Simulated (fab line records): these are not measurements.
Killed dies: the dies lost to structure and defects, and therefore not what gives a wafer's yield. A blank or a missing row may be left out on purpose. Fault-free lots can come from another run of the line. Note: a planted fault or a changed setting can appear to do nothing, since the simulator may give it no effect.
Chamber matching || flow berkeleyCmos170 || 3 sister chambers for UCB170_V1_CMP_02 on cmp-01
The step polishes SiO2. 14 wafers are shown with their chamber, then 5 later ones without.

WAFERS WITH THEIR CHAMBER
{"wafer": "L113.2", "chamber": 0, "motorCurrentA (A)": 14.6, "platenRpm (rpm)": 59.97, "slurryFlowMlMin": 149.6}
{"wafer": "L113.4", "chamber": 1, "motorCurrentA (A)": 14.9, "platenRpm (rpm)": 60.05, "slurryFlowMlMin": 150.5}
{"wafer": "L113.6", "chamber": 0, "motorCurrentA (A)": 13.8, "platenRpm (rpm)": 59.97, "slurryFlowMlMin": 149.4}
{"wafer": "L112.1", "chamber": 0, "motorCurrentA (A)": 14.4, "platenRpm (rpm)": 59.95, "slurryFlowMlMin": 150.1}
{"wafer": "L112.3", "chamber": 2, "motorCurrentA (A)": 14.7, "platenRpm (rpm)": 60.04, "slurryFlowMlMin": 149.5}
{"wafer": "L112.4", "chamber": 1, "motorCurrentA (A)": 14.6, "platenRpm (rpm)": 59.90, "slurryFlowMlMin": 150.1}
{"wafer": "L114.2", "chamber": 0, "motorCurrentA (A)": 14.3, "platenRpm (rpm)": 60.05, "slurryFlowMlMin": 149.7}
{"wafer": "L114.4", "chamber": 2, "motorCurrentA (A)": 13.9, "platenRpm (rpm)": 59.96, "slurryFlowMlMin": 149.8}
{"wafer": "L114.5", "chamber": 2, "motorCurrentA (A)": 13.9, "platenRpm (rpm)": 59.98, "slurryFlowMlMin": 150.3}
{"wafer": "L116.1", "chamber": 1, "motorCurrentA (A)": 14.8, "platenRpm (rpm)": 59.94, "slurryFlowMlMin": 149.9}
{"wafer": "L116.2", "chamber": 0, "motorCurrentA (A)": 13.8, "platenRpm (rpm)": 60.03, "slurryFlowMlMin": 150.5}
{"wafer": "L116.5", "chamber": 1, "motorCurrentA (A)": 14.2, "platenRpm (rpm)": 60.00, "slurryFlowMlMin": 150.3}
{"wafer": "L117.1", "chamber": 0, "motorCurrentA (A)": 14.6, "platenRpm (rpm)": 60.03, "slurryFlowMlMin": 149.7}
{"wafer": "L117.2", "chamber": 1, "motorCurrentA (A)": 15.0, "platenRpm (rpm)": 59.95, "slurryFlowMlMin": 149.3}

SIGNATURES (averages over the wafers above)
{"reading": "motorCurrentA", "chamber 0": 14.250, "chamber 1": 14.700, "chamber 2": 14.167, "scatter within a chamber": 0.369}
{"reading": "platenRpm", "chamber 0": 60.0000, "chamber 1": 59.9680, "chamber 2": 59.9933, "scatter within a chamber": 0.0482}
{"reading": "slurryFlowMlMin", "chamber 0": 149.833, "chamber 1": 150.020, "chamber 2": 149.867, "scatter within a chamber": 0.423}
Rule: for each reading, subtract the chamber's mean from the wafer's reading, divide by that reading's scatter and square the result; add these up over the readings and take the root, which gives the wafer's distance from the chamber. The wafer belongs to the nearest chamber; if the next one is less than 2 further off, it can't be placed. The scatter is the square root of a quotient: the sum, over the shown wafers, of each reading's squared deviation from its chamber's mean, divided by wafers minus chambers.

WAFERS WHOSE CHAMBER IS MISSING
{"wafer": "L117.5", "motorCurrentA (A)": 13.3, "platenRpm (rpm)": 59.99, "slurryFlowMlMin": 149.2}
{"wafer": "L121.4", "motorCurrentA (A)": 14.6, "platenRpm (rpm)": 59.95, "slurryFlowMlMin": 150.7}
{"wafer": "L121.6", "motorCurrentA (A)": 13.8, "platenRpm (rpm)": 59.95, "slurryFlowMlMin": 149.6}
{"wafer": "L124.1", "motorCurrentA (A)": 14.2, "platenRpm (rpm)": 59.92, "slurryFlowMlMin": 149.7}
{"wafer": "L124.4", "motorCurrentA (A)": 14.1, "platenRpm (rpm)": 59.95, "slurryFlowMlMin": 150.2}

WHICH CHAMBER EACH WENT THROUGH
{"wafer": "L117.5", "from the rows above": "can't be placed: 2 or 0 or 1", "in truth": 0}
{"wafer": "L121.4", "from the rows above": "can't be placed: 1 or 2 or 0", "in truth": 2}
{"wafer": "L121.6", "from the rows above": "can't be placed: 2 or 0 or 1", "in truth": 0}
{"wafer": "L124.1", "from the rows above": "can't be placed: 2 or 0 or 1", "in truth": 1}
{"wafer": "L124.4", "from the rows above": "can't be placed: 2 or 0 or 1", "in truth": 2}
Correctly placed: 0 of 5. Can't be placed from these rows: 5 (the true chamber is among the candidates in 5). Placed wrongly: 0.
